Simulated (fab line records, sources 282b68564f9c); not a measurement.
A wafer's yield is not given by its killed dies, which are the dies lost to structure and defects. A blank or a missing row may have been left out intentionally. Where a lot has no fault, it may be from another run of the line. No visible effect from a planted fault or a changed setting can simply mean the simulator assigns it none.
Struck lot and sound lot, side by side | flow rit cmos | 43 steps out of a route of 202
Sound: these wafers, L410.2, L410.4, L410.5. Wafers struck: L420.1, L420.4, L420.6. Last of all comes the cause.
Per side, at each step with rows, come the tool, then ch with its chambers, and then its first start. Under that, the readings that differ: sound wafers | struck wafers | difference of the means | sigmas: that difference in standard deviations of wafers without a fault.
alike: words and numbers the same on both sides, and readings whose means are apart by under 2 such deviations; not compared: readings that were withheld, readings missing a value for some wafer, numbers with overlapping values and no deviation given by the record, and bounds like >300 which may hide the same value.
The two part at a step that has a row with sigmas, a row that says differs or no value, or rows on one side only. Numbers that don't overlap but have no deviation are shown without sigmas and don't part them. A reading that every wafer of one side lacks parts them only if that side has two wafers or more.

first, 2 steps without rows for these wafers: RIT_PSD_IMPLANT_08; RIT_PSD_STRIP_09 (strips in O2, time 180 s).
RIT_PSD_TW_MEAS_10:
  struck on film metro-02, day 5 10:04; sound on film metro-01, day 3 07:49
  alike: PSD_TW
then, 4 steps without rows for these wafers: RIT_SDANNEAL_CLEAN_00 (cleans in SC1, time 600 s); RIT_SDANNEAL_CLEAN_01 (cleans in dHF, time 30 s); RIT_SDANNEAL_CLEAN_02 (cleans in SC2, time 600 s); RIT_SDANNEAL_RTA_03 (time 5 s).
RIT_SDANNEAL_RS_MEAS_04: uses a four-point probe to measure.
  struck on film metro-04, day 5 10:44; sound on film metro-02, day 3 08:31
  alike: PSD_RS
RIT_SDANNEAL_RS_MEAS_05: uses a four-point probe to measure.
  struck on film metro-04, day 5 10:51; sound on film metro-02, day 3 08:38
  alike: NSD_RS
RIT_SDANNEAL_RS_MEAS_06: uses a four-point probe to measure.
  struck on film metro-04, day 5 10:58; sound on film metro-02, day 3 08:46
  alike: PLDD_RS
RIT_SDANNEAL_RS_MEAS_07: uses a four-point probe to measure.
  struck on film metro-04, day 5 11:05; sound on film metro-02, day 3 08:53
  alike: NLDD_RS
then, 1 step without rows for these wafers: RIT_SILICIDE_WET_ETCH_00 (etches SiO2 in BOE, target depth 14 nm, time 15 s).
RIT_SILICIDE_SPUTTER_01: material Ti, target thk 30 nm, time 240 s.
  struck on pvd sputter-03, day 5 11:14; sound on pvd sputter-03, day 3 09:01
  alike: throttle valve pct
RIT_SILICIDE_RS_MEAS_02: uses a four-point probe to measure.
  struck on film metro-03, day 5 11:23; sound on film metro-03, day 3 09:11
  alike: SILICIDE_TI_RS
RIT_SILICIDE_THK_MEAS_03: measures by xrf.
  struck on film metro-03, day 5 11:30; sound on film metro-03, day 3 09:17
  alike: SILICIDE_TI_THK
then, 2 steps without rows for these wafers: RIT_SILICIDE_RTA_04 (time 10 s, ramp up 5 s, ramp down 5 s); RIT_SILICIDE_WET_ETCH_05 (etches Ti in SPM, time 120 s).
RIT_SILICIDE_RTA_06: time 10 s, ramp up 5 s, ramp down 10 s.
  sound on rtp anneal-01 ch 0, day 3 09:28; struck on rtp anneal-01 ch 0, day 5 11:40
  alike: wafer_temp_C_max
RIT_CONTACT_CVD_00: deposits SiO2 from TEOS, target thk 400 nm, time 61 s.
  sound on pecvd-01 ch 0,1,2, day 3 09:31; struck on pecvd-04 ch 0,2, day 5 11:44
  alike: heater power w
RIT_CONTACT_THK_MEAS_01:
  struck on film metro-03, day 5 11:47; sound on film metro-03, day 3 09:35
  alike: CONTACT_TEOS_THK
then, 6 steps without rows for these wafers: RIT_CONTACT_HMDS_02 (prime time 60 s); RIT_CONTACT_COAT_03 (resist thk 1000 nm); RIT_CONTACT_SOFTBAKE_04 (time 60 s); RIT_CONTACT_EXPOSE_05 (exposes mask M11, target cd 1000 nm); RIT_CONTACT_PEB_06; RIT_CONTACT_DEVELOP_07 (develop time 120 s).
RIT_CONTACT_CD_MEAS_08: target cd 1000 nm.
  struck on cd sem-02, day 5 13:00; sound on cd sem-01, day 3 10:45
  alike: cd nm
RIT_CONTACT_OVL_MEAS_09:
  struck on overlay-02, day 5 13:07; sound on overlay-02, day 3 10:51
  alike: CONTACT_OVL
then, 1 step without rows for these wafers: RIT_CONTACT_HARDBAKE_10 (time 60 s).
RIT_CONTACT_ETCH_11: etches SiO2 in CHF3/CF4/Ar, stops on TiSi2, target depth 480 nm, time 320 s.
  sound on rie diel-02 ch 0,3, day 3 11:02; struck on rie diel-02 ch 3, day 5 13:19
  alike: CHF3_flow_sccm, drypump motor current A, oes product au, throttle valve pct
  not compared: rf hours counter h
RIT_CONTACT_STRIP_12: strips in O2, time 180 s.
  sound on plasma asher-04 ch 0,1, day 3 11:14; struck on plasma asher-04 ch 0,1, day 5 13:36
  alike: drypump motor current A
  not compared: rf hours counter h
RIT_CONTACT_CD_MEAS_90: target cd 1000 nm.
  struck on cd sem-01, day 5 13:47; sound on cd sem-02, day 3 11:25
  alike: cd nm
then, 2 steps without rows for these wafers: RIT_CONTACT_CLEAN_13 (cleans in SC1, time 600 s); RIT_CONTACT_CLEAN_14 (cleans in SC2, time 600 s).
RIT_M1_SPUTTER_00: material Al, target thk 400 nm, time 500 s.
  struck on pvd sputter-02, day 5 14:17; sound on pvd sputter-01, day 3 11:53
  alike: throttle valve pct
RIT_M1_RS_MEAS_01: uses a four-point probe to measure.
  struck on film metro-04, day 5 14:34; sound on film metro-02, day 3 12:12
  alike: M1_AL_RS
RIT_M1_THK_MEAS_02: measures by xrf.
  struck on film metro-04, day 5 14:41; sound on film metro-02, day 3 12:19
  alike: M1_AL_THK
then, 5 steps without rows for these wafers: RIT_M1_HMDS_03 (prime time 60 s); RIT_M1_COAT_04 (resist thk 1300 nm); RIT_M1_SOFTBAKE_05 (time 60 s); RIT_M1_EXPOSE_06 (exposes mask M12, target cd 2600 nm); RIT_M1_PEB_07.
RIT_M1_PROBE_99:
  struck on prober-02, day 5 18:35; sound on prober-02, day 3 15:58
  reading             | sound | struck   | difference | sigmas
  killed at front end | 2 5 4 | 40 33 25 | +29        | +10
  killed dies         | 3 5 4 | 40 33 25 | +29        | +9
  alike: killed at contacts, killed open, killed short

WHERE THEY PART
At RIT_M1_PROBE_99 and nowhere else, as far as this record goes.

WHY: whatever the simulator had introduced
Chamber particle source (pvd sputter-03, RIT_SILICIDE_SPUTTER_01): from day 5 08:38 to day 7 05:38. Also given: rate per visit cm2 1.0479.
